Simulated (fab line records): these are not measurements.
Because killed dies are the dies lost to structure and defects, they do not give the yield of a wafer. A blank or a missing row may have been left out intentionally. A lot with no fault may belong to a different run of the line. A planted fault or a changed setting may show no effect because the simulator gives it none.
fab line records	flow berkeley_cmos170
record: lots: 14	wafers: 42	last_day: 13
route steps=331 shown M2@287 V2@304 M3@321
lots untouched by any fault: they come from a run of this same line in which no faults occurred
start_h: hours from the record's opening day to when the first of the lot's shown wafers began	wait_h: hours elapsed since this lot's preceding step	" same as the row above	L1.1+2: a row that stands for several wafers	- either no value or no given start	* or withheld: withheld	< > ~ a bound
route shown NAME@n: names a module that has steps shown in the file, with the first one's number in the route	usual: the fault-free wafers' mean and standard deviation	same: alike in all rows	chamber/n: place in a boat	sites: each site's reading	_std_site: the values' standard deviation	_edge_site: outer sites' mean less inner sites'	radius_mm: how far each site lies from the wafer's centre	mask NAME#n: copy n	behind: tool/chamber where the wafer was last shaped	hold: the reason the lot was held/the length of the hold in hours/how it ended	device: whichever transistor did not switch (one of n, p or np)	end of line: the route-end tests of the same wafers	step lacking rows: just its recipe	killed: count of dies lost to structure and defects at first sort (not the wafer's yield)	map: the dies of a wafer, with x for killed, . for not killed, _ for no die there
set.NAME: the setting that was run; set.NAME@STEP: the one run at that earlier step	model.NAME: the simulator's own value behind a step, which no gauge read
steps of the route over a sample of lots; a table a step, a row a wafer
services: the hour from which a tool's chamber was out of use, counted from the record's first day as start_h (under 0 if before that day), plus the number of hours and why
== steps ==
step: UCB170_M2_OVL_MEAS_16
usual: M2_OVL: 0/4.8
lot.wafer	tool	chamber	start_h	wait_h	M2_OVL[nm]
L507.3	overlay-02	-	181.42	0.1	1
L507.4	"	-	"	"	3
L507.5	"	-	"	"	-1
L506.2	overlay-01	-	184.44	0.1	2
L506.4	"	-	"	"	5
L506.6	"	-	"	"	-3
L509.2	overlay-01	-	193.38	0.1	0
L509.3	"	-	"	"	1
L509.5	"	-	"	"	0
L514.2	overlay-02	-	222.97	0.1	6
L514.4	"	-	"	"	2
L514.5	"	-	"	"	-8
L515.2	overlay-01	-	248.08	0.1	5
L515.4	"	-	"	"	3
L515.6	"	-	"	"	-3
L520.3	overlay-02	-	251.25	0.1	-1
L520.4	"	-	"	"	2
L520.5	"	-	"	"	-1
L519.1	overlay-01	-	253.94	0.1	5
L519.2	"	-	"	"	5
L519.6	"	-	"	"	5
L516.4	overlay-01	-	255.15	0.1	4
L516.5	"	-	"	"	8
L516.6	"	-	"	"	2
L521.1	overlay-01	-	265.26	0.1	-10
L521.3	"	-	"	"	-11
L521.6	"	-	"	"	-6
L522.2	overlay-02	-	272.06	0.1	0
L522.3	"	-	"	"	4
L522.4	"	-	"	"	-6
L523.2	overlay-01	-	272.62	0.1	5
L523.4	"	-	"	"	-11
L523.6	"	-	"	"	5
L526.1	overlay-02	-	292.70	0.1	-9
L526.2	"	-	"	"	-3
L526.6	"	-	"	"	-7
L527.1	overlay-01	-	299.84	0.1	0
L527.3	"	-	"	"	1
L527.6	"	-	"	"	6
L529.3	overlay-01	-	309.08	0.1	2
L529.4	"	-	"	"	1
L529.5	"	-	"	"	0
step: UCB170_M2_ETCH_17
recipe: chemistry: N2/H2	target_depth_a: withheld	overetch_a: withheld	target: BARC	time_s: withheld	source_w: 500	bias_w: 100	pressure_mtorr: 30	n2_flow_sccm: 100	h2_flow_sccm: 200
usual: drypump_motor_current_A: 5.8/0.4	oes_product_au: 1.002/0.025	throttle_valve_pct: 13.40/0.21
lot.wafer	tool	chamber	start_h	wait_h	drypump_motor_current_A	oes_product_au	throttle_valve_pct
L507.3	rie_diel-04	3	181.46	0.0	5.8	0.989	13.78
L507.4	"	2	"	"	6.0	1.041	13.15
L507.5	"	3	"	"	5.8	0.991	13.78
L506.2	rie_diel-01	2	184.47	0.0	6.2	0.957	13.16
L506.4	"	0	"	"	6.0	0.976	13.53
L506.6	"	0	"	"	6.0	0.981	13.50
L509.2	rie_diel-04	2	193.41	0.0	5.9	1.033	13.15
L509.3	"	1	"	"	5.5	1.019	13.52
L509.5	"	1	"	"	5.5	1.018	13.54
L514.2	rie_diel-01	1	223.00	0.0	6.3	1.021	13.15
L514.4	"	0	"	"	6.0	0.989	13.52
L514.5	"	1	"	"	6.2	1.026	13.14
L515.2	rie_diel-04	2	248.11	0.0	5.9	1.051	13.16
L515.4	"	0	"	"	5.7	0.974	13.60
L515.6	"	1	"	"	5.5	0.997	13.53
L520.3	rie_diel-04	1	251.27	0.0	5.5	1.001	13.54
L520.4	"	2	"	"	5.9	1.038	13.14
L520.5	"	1	"	"	5.5	1.000	13.54
L519.1	rie_diel-04	1	253.97	0.0	5.5	0.998	13.53
L519.2	"	2	"	"	5.9	1.043	13.15
L519.6	"	2	"	"	5.9	1.036	13.15
L516.4	rie_diel-01	0	255.17	0.0	6.0	0.987	13.52
L516.5	"	1	"	"	6.2	1.023	13.15
L516.6	"	2	"	"	6.2	0.968	13.16
L521.1	rie_diel-01	2	265.30	0.0	6.3	0.967	13.15
L521.3	"	1	"	"	6.2	1.028	13.15
L521.6	"	3	"	"	5.9	1.000	13.49
L522.2	rie_diel-01	1	272.09	0.0	6.2	1.020	13.14
L522.3	"	3	"	"	5.8	1.014	13.48
L522.4	"	1	"	"	6.2	1.035	13.16
L523.2	rie_diel-02	3	272.65	0.0	4.7	0.993	13.47
L523.4	"	0	"	"	5.2	1.030	13.42
L523.6	"	1	"	"	6.1	0.997	13.42
L526.1	rie_diel-04	3	292.74	0.0	5.8	0.993	13.78
L526.2	"	2	"	"	5.9	1.043	13.15
L526.6	"	1	"	"	5.5	0.995	13.54
L527.1	rie_diel-02	3	299.88	0.0	4.7	0.985	13.47
L527.3	"	1	"	"	6.1	0.988	13.42
L527.6	"	3	"	"	4.7	0.989	13.48
L529.3	rie_diel-04	1	309.11	0.0	5.5	0.994	13.54
L529.4	"	3	"	"	5.8	0.985	13.78
L529.5	"	2	"	"	5.9	1.040	13.14
step: UCB170_V2_CD_MEAS_12
recipe: target_cd_nm: 700
usual: cd_nm: 700.3/1.5
lot.wafer	tool	chamber	start_h	wait_h	cd_nm
L507.3	cd_sem-02	-	184.08	-	702.1
L507.4	"	-	"	"	701.7
L507.5	"	-	"	"	701.9
L506.2	cd_sem-01	-	187.26	-	698.4
L506.4	"	-	"	"	701.3
L506.6	"	-	"	"	701.9
L509.2	cd_sem-01	-	195.89	-	700.1
L509.3	"	-	"	"	698.6
L509.5	"	-	"	"	698.5
L514.2	cd_sem-02	-	225.18	-	699.7
L514.4	"	-	"	"	699.2
L514.5	"	-	"	"	700.5
L515.2	cd_sem-02	-	250.72	-	702.7
L515.4	"	-	"	"	701.1
L515.6	"	-	"	"	700.6
L520.3	cd_sem-02	-	255.58	-	700.9
L520.4	"	-	"	"	702.4
L520.5	"	-	"	"	702.2
L519.1	cd_sem-01	-	256.88	-	697.5
L519.2	"	-	"	"	698.8
L519.6	"	-	"	"	697.6
L516.4	cd_sem-02	-	258.05	-	700.8
L516.5	"	-	"	"	699.8
L516.6	"	-	"	"	698.6
L521.1	cd_sem-02	-	267.91	-	698.3
L521.3	"	-	"	"	698.5
L521.6	"	-	"	"	697.6
L522.2	cd_sem-02	-	274.27	-	703.0
L522.3	"	-	"	"	700.1
L522.4	"	-	"	"	702.9
L523.2	cd_sem-02	-	275.04	-	697.5
L523.4	"	-	"	"	698.0
L523.6	"	-	"	"	697.6
L526.1	cd_sem-01	-	295.76	-	698.9
L526.2	"	-	"	"	699.5
L526.6	"	-	"	"	698.0
L527.1	cd_sem-02	-	302.23	-	699.8
L527.3	"	-	"	"	700.0
L527.6	"	-	"	"	702.4
L529.3	cd_sem-01	-	312.54	-	701.1
L529.4	"	-	"	"	699.6
L529.5	"	-	"	"	701.7
step: UCB170_M3_EXPOSE_12
recipe: mask_id: METAL3	target_cd_nm: 700	na: 0.5	sigma_outer: 0.6	source_shape: conventional	dose_mj: 26
usual: exposure_dose_mJ_cm2: 26.002/0.027	focus_offset_nm: 0.1/0.5	reticle_temp_C: 23.00/0.11
lot.wafer	tool	chamber	start_h	wait_h	mask	exposure_dose_mJ_cm2	focus_offset_nm	reticle_temp_C
L507.3	krf_scanner-02	0	186.14	-	METAL3#0	26.039	-0.1	22.85
L507.4	"	0	"	"	METAL3#0	26.039	-0.1	22.96
L507.5	"	0	"	"	METAL3#0	26.012	-0.6	22.91
L506.2	krf_scanner-01	-	189.62	-	METAL3#0	-	-	-
L506.4	"	-	"	"	METAL3#0	-	-	-
L506.6	"	-	"	"	METAL3#0	-	-	-
L509.2	krf_scanner-01	-	198.01	-	METAL3#0	-	-	-
L509.3	"	-	"	"	METAL3#0	-	-	-
L509.5	"	-	"	"	METAL3#0	-	-	-
L514.2	krf_scanner-01	0	227.48	-	METAL3#0	26.020	0.9	22.84
L514.4	"	0	"	"	METAL3#0	25.975	0.2	22.84
L514.5	"	0	"	"	METAL3#0	26.023	0.7	22.84
L515.2	krf_scanner-01	0	254.01	-	METAL3#0	26.021	0.2	22.97
L515.4	"	0	"	"	METAL3#0	25.975	1.0	23.04
L515.6	"	0	"	"	METAL3#0	25.953	0.4	22.92
L520.3	krf_scanner-01	0	257.83	-	METAL3#0	26.033	0.2	23.19
L520.4	"	0	"	"	METAL3#0	26.015	0.1	22.93
L520.5	"	0	"	"	METAL3#0	26.030	0.0	23.04
L519.1	krf_scanner-01	0	259.31	-	METAL3#0	25.991	0.8	23.11
L519.2	"	0	"	"	METAL3#0	25.960	0.4	23.18
L519.6	"	0	"	"	METAL3#0	26.001	0.3	23.14
L516.4	krf_scanner-02	0	260.36	-	METAL3#0	25.994	-0.5	22.96
L516.5	"	0	"	"	METAL3#0	25.957	0.0	22.90
L516.6	"	0	"	"	METAL3#0	25.984	-0.2	23.11
L521.1	krf_scanner-02	0	270.39	-	METAL3#0	26.028	0.3	22.98
L521.3	"	0	"	"	METAL3#0	26.020	0.0	22.99
L521.6	"	0	"	"	METAL3#0	25.995	0.1	23.09
L522.2	krf_scanner-02	0	276.47	-	METAL3#0	25.970	-0.4	23.03
L522.3	"	0	"	"	METAL3#0	25.998	0.4	23.08
L522.4	"	0	"	"	METAL3#0	25.999	-0.4	23.07
L523.2	krf_scanner-02	0	277.51	-	METAL3#0	26.010	0.0	23.06
L523.4	"	0	"	"	METAL3#0	26.056	-0.2	23.01
L523.6	"	0	"	"	METAL3#0	26.006	0.3	22.87
L526.1	krf_scanner-01	0	299.20	-	METAL3#0	25.978	-0.7	22.94
L526.2	"	0	"	"	METAL3#0	25.989	0.2	22.87
L526.6	"	0	"	"	METAL3#0	25.997	-0.1	22.90
L527.1	krf_scanner-02	0	304.49	-	METAL3#0	26.001	-0.5	23.07
L527.3	"	0	"	"	METAL3#0	25.982	0.7	23.17
L527.6	"	0	"	"	METAL3#0	26.030	0.0	23.25
L529.3	krf_scanner-01	0	316.29	-	METAL3#0	26.033	0.2	22.92
L529.4	"	0	"	"	METAL3#0	26.042	0.1	22.96
L529.5	"	0	"	"	METAL3#0	26.060	0.4	23.02
== services ==
tool	chamber	start_h	hours	kind
krf_scanner-01	-	161.42	1.5	repair
rie_diel-04	0	171.99	34.5	repair
krf_scanner-02	-	190.44	1.0	pm
krf_scanner-01	-	191.44	0.8	pm
krf_scanner-02	-	193.19	0.8	pm
rie_diel-02	3	199.10	6.4	repair
rie_diel-04	1	206.47	-	clean
rie_diel-04	1	206.47	18.2	scheduled_down
rie_diel-04	1	206.47	18.2	vent_cycle
rie_diel-02	3	208.87	11.3	repair
rie_diel-01	3	219.54	2.0	repair
rie_diel-04	3	219.85	9.1	repair
krf_scanner-01	0	233.16	-	calibration
rie_diel-01	-	233.41	0.3	repair
krf_scanner-01	-	241.31	2.0	repair
rie_diel-04	1	243.69	2.0	repair
krf_scanner-02	-	253.80	1.3	pm
rie_diel-04	0	265.63	-	clean
rie_diel-04	0	265.63	16.9	scheduled_down
krf_scanner-01	-	270.84	1.3	pm
rie_diel-02	-	271.46	0.9	repair
krf_scanner-01	-	275.52	4.8	repair
krf_scanner-02	-	301.25	0.9	repair
rie_diel-01	3	304.94	4.6	repair
== key ==
first_sign: step: UCB170_M3_EXPOSE_12	reading: tool_record	direction: missing
effect none on later readings
met_at UCB170_M3_EXPOSE_12
struck_lots L506,L509
later_rows_left_out L506.2,L506.4,L506.6,L509.2,L509.3,L509.5
sort_left_out L506.2,L506.4,L506.6,L509.2,L509.3,L509.5
not_acting_at UCB170_M2_OVL_MEAS_16,UCB170_M2_ETCH_17,UCB170_V2_CD_MEAS_12
earlier_fault: kind: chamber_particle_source	tool: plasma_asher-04	chamber: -	onset_h: 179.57	steps: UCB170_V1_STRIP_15	rate_per_visit_cm2: 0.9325
fault: kind: skipped_step_whole	tool: krf_scanner-01	chamber: -	onset_h: 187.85	steps: UCB170_M3_EXPOSE_12	scope: struck_lots_only
sort_left_out: the simulated sort isn't trusted on such a fault, so these wafers' sort isn't shown, and their yield isn't known
later_rows_left_out: the simulator's readings of these wafers behind a module that went badly wrong aren't trusted and aren't shown, but for the sort
